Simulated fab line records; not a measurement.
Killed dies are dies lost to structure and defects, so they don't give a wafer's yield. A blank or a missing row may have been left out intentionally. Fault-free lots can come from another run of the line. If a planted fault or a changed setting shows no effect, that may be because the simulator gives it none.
8D (eight disciplines) problem report, filled in by code || flow ritCmos || the parts of the form that need people (team, actions taken, sign-off) are left out

## 1. THE ISSUE
PWELL_RS at RIT_WELLDRIVE_RS_MEAS_02 reads a mean of 459.4 ohm/sq on 6 wafers of 2 lots; wafers without a fault read 426.3 ohm/sq with a standard deviation of 1.2. Measured from the usual mean, that is +28 standard deviations.
The step: measures by four-point-probe.
Earliest sighting: wafer L602.1 on filmMetro-02 at day 5 22:47. The record has a number at this step for 42 wafers belonging to 14 lots. By rule, "out" or "out of limits" means more than 4 standard deviations away from the usual mean. Any other wafer with a number is counted as sound.

## 2. WHAT IT IS AND WHAT IT IS NOT
{"question": "which readings at this step", "is": "PWELL_RS", "is not": "-"}
{"question": "which lots", "is": "L602, L604", "is not": "L584, L585, L587, L588, L590, L591, L593, L594, L596, L605, L606, L607"}
{"question": "which wafers of those lots", "is": "all that have a number", "is not": "-"}
{"question": "read on which gauges", "is": "filmMetro-02", "is not": "filmMetro-03, filmMetro-04"}
{"question": "when", "is": "from day 5 22:47", "is not": "up to then (27 sound wafers); but 9 sound wafers of L605, L606, L607 came after"}

## 3. THE SUSPECTS, EACH WITH WHAT RULES IT OUT
Counting: a tool at a process step up to the reading stays a suspect if it ran every lot that is out and no sound lot after the first of them.
- the gauge at RIT_WELLDRIVE_RS_MEAS_02: kept. All the wafers that are out were read on filmMetro-02, and no step on other tools shows them out.
- implanter-04 at RIT_PWELL_IMPLANT_08: kept. Every lot that is out went through it, starting with L602 (day 5 17:06), and after that it ran no sound lot; the last sound lot it ran before then is L593 (day 3 20:51).
Left after counting: implanter-04 at RIT_PWELL_IMPLANT_08, filmMetro-02 at RIT_WELLDRIVE_RS_MEAS_02.

## 4. THE CAUSE (what the simulator had put in)
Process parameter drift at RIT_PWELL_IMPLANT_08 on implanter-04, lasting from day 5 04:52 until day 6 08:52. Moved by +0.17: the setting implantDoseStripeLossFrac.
After counting, 2 suspects remain, this tool included.

## 5. SEQUENCE OF EFFECTS, ordered by route
One row per reading whose mean, taken over the struck wafers that have a number, lies over 3 standard deviations from the usual. Only readings for which the record gives a usual standard deviation are gone through. hours: the time from each lot's start at the first step in this table that gives one to its start at this step, as a median over the lots. sigmas: the change in usual standard deviations.
{"hours": 0, "step": "RIT_WELLDRIVE_RS_MEAS_02", "reading": "PWELL_RS", "usual": "426.3 ohm/sq", "on struck wafers": 459.4, "change": "+33.1", "sigmas": "+28"}
Later steps that measure or inspect, where all struck wafers having a row at the step show a number for every such reading and not one has moved that far: RIT_GATE_CD_MEAS_16, RIT_SPACER_THK_MEAS_04.

## 6. HOW IT WOULD HAVE BEEN CAUGHT EARLIER
The first out-of-limits reading at a measuring or inspecting step in this record came at day 5 22:47, 18 hours after the fault's start at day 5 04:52.
An alarm limit of 4 standard deviations would not have fired on the tool readings at RIT_PWELL_IMPLANT_08 for which the record gives a usual standard deviation, since none of them was out on any struck wafer.
Among the 2 lots that are out, L604 began RIT_PWELL_IMPLANT_08 on implanter-04 after day 5 22:47. A tool hold placed at that time would have kept it from harm.
